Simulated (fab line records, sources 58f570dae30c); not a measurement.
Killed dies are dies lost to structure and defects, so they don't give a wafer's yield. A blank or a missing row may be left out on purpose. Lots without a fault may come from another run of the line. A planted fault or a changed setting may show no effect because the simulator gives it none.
fab line records | flow berkeley_cmos170
record lots=13 wafers=39 last_day=12
route steps=331 shown GATE@141 PLDD@145
lots that met no fault: from a run of the same line without faults
start_h: hours from the record's first day to the start of the lot's first wafer shown | wait_h: hours since the lot's step before | " the same as in the row above | L1.1+2: a row that stands for several wafers | - no value, or no start given | * or withheld: withheld | < > ~ a bound
route shown NAME@n: a module of which the file shows steps, and the number in the route of the first | usual: mean/standard deviation of fault-free wafers | same: alike in all rows | chamber/n: place in a boat | sites: the reading at each site | _std_site: their standard deviation | _edge_site: outer sites' mean less inner sites' | radius_mm: how far each site lies from the wafer's centre | mask NAME#n: copy n | behind: the tool/chamber that last shaped the wafer | hold: why the lot was held/for how many hours/how that ended | device: the transistor (n, p or np) that didn't switch | end of line: the same wafers' tests at the end of the route | a step without rows: its recipe alone | killed: dies lost to structure and defects at the first sort, not the wafer's yield | map: a wafer's dies, x killed, . not, _ none there
set.NAME: the setting as run; set.NAME@STEP: as run at that earlier step | model.NAME: the simulator's own value behind a step, which no gauge read
steps of the route over a sample of lots; a table a step, a row a wafer
services: from which hour (start_h, from the record's first day; less than 0 if before it) a tool's chamber was out of use, for how many hours, and why
## steps
# step UCB170_GATE_ETCH_15
# recipe chemistry=HBr/Cl2 target=poly-Si stop_on=SiO2 over_etch_frac=0.3 icp_w=300 bias_w=150 time_s=56.3 pressure_mtorr=15 HBr_flow_sccm=150 Cl2_flow_sccm=50 target_depth_a=2782
# usual drypump_motor_current_A=5.7/0.4 oes_product_au=0.832/0.014 rf_fwd_power_W=297.0/1.3 throttle_valve_pct=26.44/0.14
# columns lot.wafer tool chamber start_h wait_h drypump_motor_current_A oes_product_au rf_fwd_power_W rf_hours_counter_h throttle_valve_pct
L314.2 rie_si-02 3 147.31 - 5.3 0.835 297.0 2 26.51
L314.3 " 0 " " 6.3 0.837 295.2 0 26.37
L314.5 " 3 " " 5.2 0.822 297.9 - 26.51
L316.2 rie_si-02 0 153.77 - 6.3 0.833 296.3 0 26.36
L316.4 " 2 " " 6.0 0.857 299.5 0 26.68
L316.6 " 1 " " 5.5 0.820 295.2 - 26.44
L315.3 rie_si-01 0 154.05 - 5.2 0.813 296.7 56 26.58
L315.5 " 2 " " 5.4 0.822 298.0 - 26.28
L315.6 " 1 " " 6.0 0.832 298.9 - 26.34
L320.3 rie_si-02 0 171.17 - 6.2 0.839 297.3 0 26.37
L320.4 " 1 " " 5.5 0.814 296.4 1 26.46
L320.5 " 2 " " 5.9 0.854 299.7 - 26.68
L318.2 rie_si-01 1 171.81 - 6.0 0.840 297.7 107 26.32
L318.4 " 0 " " 5.2 0.823 295.2 56 26.57
L318.6 " 1 " " 6.0 0.843 297.7 - 26.36
L319.1 rie_si-02 0 171.99 - 6.3 0.848 295.8 0 26.37
L319.3 " 1 " " 5.5 0.823 297.1 1 26.46
L319.6 " 0 " " 6.3 0.828 296.5 - 26.37
L321.2 rie_si-01 2 181.49 - 5.4 0.832 297.8 25 26.30
L321.3 " 0 " " 5.2 0.813 296.7 56 26.57
L321.4 " 3 " " 6.1 0.820 297.0 2 26.24
L325.2 rie_si-02 0 185.87 - 6.3 0.837 296.9 0 26.38
L325.3 " 1 " " 5.5 0.825 296.3 1 26.46
L325.4 " 3 " " 5.2 0.826 294.0 2 26.48
L324.2 rie_si-02 3 186.24 - 5.2 0.820 294.6 2 26.51
L324.3 " 1 " " 5.5 0.817 296.6 1 26.45
L324.4 " 0 " " 6.3 0.836 297.2 0 26.36
L322.1 rie_si-01 2 186.36 - 5.4 0.824 299.6 25 26.29
L322.5 " 2 " " 5.4 0.823 298.6 - 26.29
L322.6 " 1 " " 6.0 0.826 296.8 - 26.32
L329.1 rie_si-01 1 220.63 - 6.0 0.846 298.3 107 26.33
L329.5 " 1 " " 6.0 0.833 297.4 - 26.36
L329.6 " 0 " " 5.2 0.821 296.4 - 26.56
L330.1 rie_si-02 0 231.36 - 6.3 0.844 296.6 0 26.37
L330.2 " 3 " " 5.2 0.818 294.7 2 26.51
L330.5 " 3 " " 5.3 0.827 295.2 - 26.52
L336.1 rie_si-01 0 249.14 - 5.2 0.817 297.1 57 26.57
L336.4 " 3 " " 6.1 0.817 296.1 - 26.25
L336.6 " 0 " " 5.2 0.799 297.5 - 26.56
# step UCB170_PLDD_HMDS_00
# recipe prime_time_s=60 prime_temp_c=100
# columns lot.wafer tool chamber start_h wait_h
L314.2+3+5 litho_track-02 0 148.16 0.2
L316.2+4+6 litho_track-02 0 154.83 0.6
L315.3+5+6 litho_track-03 0 155.29 0.8
L320.3+4+5 litho_track-03 0 171.98 0.3
L318.2+4+6 litho_track-02 0 172.75 0.4
L319.1+3+6 litho_track-03 0 173.28 0.7
L321.2+3+4 litho_track-04 0 182.31 0.4
L325.2+3+4 litho_track-04 0 186.98 0.4
L324.2+3+4 litho_track-02 0 187.05 0.3
L322.1+5+6 litho_track-02 0 187.48 0.6
L329.1+5+6 litho_track-02 0 221.68 0.5
L330.1 litho_track-03 0 231.82 0.0
L336.1+4+6 litho_track-04 0 249.78 0.2
# step UCB170_PLDD_COAT_01
# recipe resist=KrF spin_rpm=1500 resist_thk_nm=900
# columns lot.wafer tool chamber start_h wait_h
L314.2+3+5 litho_track-02 0 148.31 0.1
L316.2+4+6 litho_track-02 0 154.98 0.1
L315.3+5+6 litho_track-03 0 155.44 0.1
L320.3+4+5 litho_track-03 0 172.13 0.1
L318.2+4+6 litho_track-02 0 172.90 0.1
L319.1+3+6 litho_track-03 0 173.43 0.1
L321.2+3+4 litho_track-04 0 182.46 0.1
L325.2+3+4 litho_track-04 0 187.13 0.1
L324.2+3+4 litho_track-02 0 187.20 0.1
L322.1+5+6 litho_track-02 0 187.63 0.1
L329.1+5+6 litho_track-02 0 221.83 0.1
L330.1 litho_track-03 0 231.97 0.1
L336.1+4+6 litho_track-04 0 249.93 0.1
## services
# columns tool chamber start_h hours kind
rie_si-02 3 207.47 8.0 repair
rie_si-01 1 227.23 - clean
rie_si-01 1 227.23 23.6 scheduled_down
rie_si-01 1 227.23 23.6 vent_cycle
rie_si-02 2 234.69 13.3 repair
rie_si-01 3 240.69 3.9 repair
## key
first_sign step=UCB170_PLDD_HMDS_00 reading=visit direction=missing
effect step=UCB170_PLDD_COAT_01 reading=visit direction=missing
met_at UCB170_GATE_ETCH_15
struck_lots L330
later_rows_left_out L330.2,L330.5
sort_left_out L330.1,L330.2,L330.5
tester_left_out L330
onset_between 186.24 231.36
also_fits UCB170_PLDD_HMDS_00:litho_track-03
fault kind=process_parameter_drift tool=rie_si-02 chamber=- onset_h=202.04 steps=UCB170_GATE_ETCH_15 channel=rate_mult offset=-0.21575 shape=step end_h=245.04
# tester_left_out: of these lots the tester's yield and bins aren't shown, on N5 and GAA mostly nor the transistor test; their killed dies are dies lost to structure and defects alone, not to doping, threshold or leakage, so they don't give the yield
# sort_left_out: the simulated sort isn't trusted on such a fault, so these wafers' sort isn't shown, and their yield isn't known
# later_rows_left_out: the simulator's readings of these wafers behind a module that went badly wrong aren't trusted and aren't shown, but for the sort
